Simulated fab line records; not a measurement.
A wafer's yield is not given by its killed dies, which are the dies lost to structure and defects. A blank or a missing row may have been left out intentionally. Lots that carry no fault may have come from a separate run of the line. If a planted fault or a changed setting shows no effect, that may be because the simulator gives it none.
fab line records / flow ritCmos
[record] lots = 13 wafers = 39 lastDay = 7
route steps=202 shown GATE@81
lots that met no fault: taken from a fault-free run of the same line
startH: hours from the record's opening day to when the first of the lot's shown wafers began / waitH: hours from the lot's prior step to this one / " the same as in the row above / L1.1+2: one row covering several wafers at once / - value missing, or start not given / * or withheld: withheld / < > ~ a bound
route shown NAME@n: NAME is a module with steps in the file, n the number in the route of the first one / usual: the fault-free wafers' mean and standard deviation / same: alike in all rows / chamber/n: place in a boat / sites: readings site by site / _std_site: the standard deviation of these / _edge_site: inner sites' mean taken away from outer sites' mean / radiusMm: for every site, how far away it sits from the centre of the wafer / mask NAME#n: copy n / behind: tool/chamber where the wafer was last shaped / hold: reason for holding the lot/hours on hold/outcome of the hold / device: the n, p or np transistor that did not switch / end of line: the tests these same wafers got at the end of their route / step lacking rows: just its recipe / killed: dies lost to structure and defects at the first sort, not the wafer's yield / map: shows each die of a wafer: x if killed, . if not, _ if none is there
set.NAME: setting as actually run; set.NAME@STEP: the setting as run at that earlier step / model.NAME: the simulator's own value behind a step, which no gauge read
steps of the route over a sample of lots; a table a step, a row a wafer
services: the hour from which a tool's chamber was out of use, counted from the record's first day as startH (under 0 if before that day), plus the number of hours and why
[[steps]]
[step RIT_GATE_OXIDATION_05]
[recipe] tempC = 900 ambient = O2 targetThkA = 30 oxTimeS = 270
lot.wafer=L718.1+3+6 tool=furnace-03 chamber=0 startH=35.37 waitH=2.9
lot.wafer=L719.2+3+6 tool=furnace-03 chamber=0 startH=43.81 waitH=2.2
lot.wafer=L720.1+2+4 tool=furnace-04 chamber=0 startH=51.05 waitH=2.4
lot.wafer=L721.4+5+6 tool=furnace-04 chamber=0 startH=55.21 waitH=0.0
lot.wafer=L722.2+4+5 tool=furnace-04 chamber=0 startH=63.30 waitH=2.2
lot.wafer=L723.3+4+6 tool=furnace-01 chamber=0 startH=68.03 waitH=2.9
lot.wafer=L724.2+5+6 tool=furnace-04 chamber=0 startH=72.59 waitH=3.3
lot.wafer=L726.2+3+6 tool=furnace-04 chamber=0 startH=79.71 waitH=1.6
lot.wafer=L728.3+4+6 tool=furnace-04 chamber=0 startH=91.92 waitH=0.7
lot.wafer=L729.2+5+6 tool=furnace-01 chamber=0 startH=94.72 waitH=0.3
lot.wafer=L734.4+5+6 tool=furnace-01 chamber=0 startH=115.64 waitH=0.3
lot.wafer=L737.1+3+6 tool=furnace-01 chamber=0 startH=129.83 waitH=0.4
lot.wafer=L740.1+3+4 tool=furnace-01 chamber=0 startH=144.87 waitH=0.9
[step RIT_GATE_THK_MEAS_07]
[recipe] reads = SiO2_of_GATE_OXIDATION_05
[usual] GATE_OXIDE_THK = 3.00/0.068
lot.wafer=L718.1 tool=filmMetro-03 chamber=- startH=40.56 waitH=0.0 GATE_OXIDE_THK[nm]=3.07
lot.wafer=L718.3 tool=filmMetro-03 chamber=- startH=40.56 waitH=0.0 GATE_OXIDE_THK[nm]=3.04
lot.wafer=L718.6 tool=filmMetro-03 chamber=- startH=40.56 waitH=0.0 GATE_OXIDE_THK[nm]=2.99
lot.wafer=L719.2 tool=filmMetro-02 chamber=- startH=46.45 waitH=0.0 GATE_OXIDE_THK[nm]=3.06
lot.wafer=L719.3 tool=filmMetro-02 chamber=- startH=46.45 waitH=0.0 GATE_OXIDE_THK[nm]=3.08
lot.wafer=L719.6 tool=filmMetro-02 chamber=- startH=46.45 waitH=0.0 GATE_OXIDE_THK[nm]=3.12
lot.wafer=L720.1 tool=filmMetro-04 chamber=- startH=53.33 waitH=0.0 GATE_OXIDE_THK[nm]=2.93
lot.wafer=L720.2 tool=filmMetro-04 chamber=- startH=53.33 waitH=0.0 GATE_OXIDE_THK[nm]=2.93
lot.wafer=L720.4 tool=filmMetro-04 chamber=- startH=53.33 waitH=0.0 GATE_OXIDE_THK[nm]=3.02
lot.wafer=L721.4 tool=filmMetro-04 chamber=- startH=57.60 waitH=0.0 GATE_OXIDE_THK[nm]=2.93
lot.wafer=L721.5 tool=filmMetro-04 chamber=- startH=57.60 waitH=0.0 GATE_OXIDE_THK[nm]=3.03
lot.wafer=L721.6 tool=filmMetro-04 chamber=- startH=57.60 waitH=0.0 GATE_OXIDE_THK[nm]=2.89
lot.wafer=L722.2 tool=filmMetro-02 chamber=- startH=65.95 waitH=0.0 GATE_OXIDE_THK[nm]=3.05
lot.wafer=L722.4 tool=filmMetro-02 chamber=- startH=65.95 waitH=0.0 GATE_OXIDE_THK[nm]=3.02
lot.wafer=L722.5 tool=filmMetro-02 chamber=- startH=65.95 waitH=0.0 GATE_OXIDE_THK[nm]=3.06
lot.wafer=L723.3 tool=filmMetro-03 chamber=- startH=72.61 waitH=0.0 GATE_OXIDE_THK[nm]=3.09
lot.wafer=L723.4 tool=filmMetro-03 chamber=- startH=72.61 waitH=0.0 GATE_OXIDE_THK[nm]=3.05
lot.wafer=L723.6 tool=filmMetro-03 chamber=- startH=72.61 waitH=0.0 GATE_OXIDE_THK[nm]=3.06
lot.wafer=L724.2 tool=filmMetro-04 chamber=- startH=77.79 waitH=0.0 GATE_OXIDE_THK[nm]=3.01
lot.wafer=L724.5 tool=filmMetro-04 chamber=- startH=77.79 waitH=0.0 GATE_OXIDE_THK[nm]=3.04
lot.wafer=L724.6 tool=filmMetro-04 chamber=- startH=77.79 waitH=0.0 GATE_OXIDE_THK[nm]=3.06
lot.wafer=L726.2 tool=filmMetro-03 chamber=- startH=81.66 waitH=0.0 GATE_OXIDE_THK[nm]=2.80
lot.wafer=L726.3 tool=filmMetro-03 chamber=- startH=81.66 waitH=0.0 GATE_OXIDE_THK[nm]=2.77
lot.wafer=L726.6 tool=filmMetro-03 chamber=- startH=81.66 waitH=0.0 GATE_OXIDE_THK[nm]=2.76
lot.wafer=L728.3 tool=filmMetro-02 chamber=- startH=93.27 waitH=0.0 GATE_OXIDE_THK[nm]=2.84
lot.wafer=L728.4 tool=filmMetro-02 chamber=- startH=93.27 waitH=0.0 GATE_OXIDE_THK[nm]=2.81
lot.wafer=L728.6 tool=filmMetro-02 chamber=- startH=93.27 waitH=0.0 GATE_OXIDE_THK[nm]=2.83
lot.wafer=L729.2 tool=filmMetro-02 chamber=- startH=97.31 waitH=0.0 GATE_OXIDE_THK[nm]=3.00
lot.wafer=L729.5 tool=filmMetro-02 chamber=- startH=97.31 waitH=0.0 GATE_OXIDE_THK[nm]=2.95
lot.wafer=L729.6 tool=filmMetro-02 chamber=- startH=97.31 waitH=0.0 GATE_OXIDE_THK[nm]=2.97
lot.wafer=L734.4 tool=filmMetro-04 chamber=- startH=117.76 waitH=0.0 GATE_OXIDE_THK[nm]=2.90
lot.wafer=L734.5 tool=filmMetro-04 chamber=- startH=117.76 waitH=0.0 GATE_OXIDE_THK[nm]=3.05
lot.wafer=L734.6 tool=filmMetro-04 chamber=- startH=117.76 waitH=0.0 GATE_OXIDE_THK[nm]=3.04
lot.wafer=L737.1 tool=filmMetro-02 chamber=- startH=131.15 waitH=0.0 GATE_OXIDE_THK[nm]=3.08
lot.wafer=L737.3 tool=filmMetro-02 chamber=- startH=131.15 waitH=0.0 GATE_OXIDE_THK[nm]=3.02
lot.wafer=L737.6 tool=filmMetro-02 chamber=- startH=131.15 waitH=0.0 GATE_OXIDE_THK[nm]=3.01
lot.wafer=L740.1 tool=filmMetro-04 chamber=- startH=149.29 waitH=0.0 GATE_OXIDE_THK[nm]=3.03
lot.wafer=L740.3 tool=filmMetro-04 chamber=- startH=149.29 waitH=0.0 GATE_OXIDE_THK[nm]=3.00
lot.wafer=L740.4 tool=filmMetro-04 chamber=- startH=149.29 waitH=0.0 GATE_OXIDE_THK[nm]=3.05
[[services]]
tool=furnace-03 chamber=- startH=65.29 hours=9.2 kind=pm
tool=furnace-01 chamber=- startH=131.19 hours=3.8 kind=pm
tool=furnace-04 chamber=- startH=143.75 hours=3.4 kind=pm
[[key]]
[firstSign] step = RIT_GATE_THK_MEAS_07 reading = GATE_OXIDE_THK direction = down sigmas = 2.9 usual = 3.00 struck = 2.80
effect none on later readings
metAt RIT_GATE_OXIDATION_05
struckLots L726,L728
testerLeftOut L726,L728
onsetBetween 72.59 79.71
[fault] kind = processParameterDrift tool = furnace-04 chamber = - onsetH = 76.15 steps = RIT_GATE_OXIDATION_05 channel = oxTimeS offset = * shape = step endH = 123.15 actsIn = * stated = *
// testerLeftOut: of these lots the tester's yield and bins aren't shown, on N5 and GAA mostly nor the transistor test; their killed dies are dies lost to structure and defects alone, not to doping, threshold or leakage, so they don't give the yield
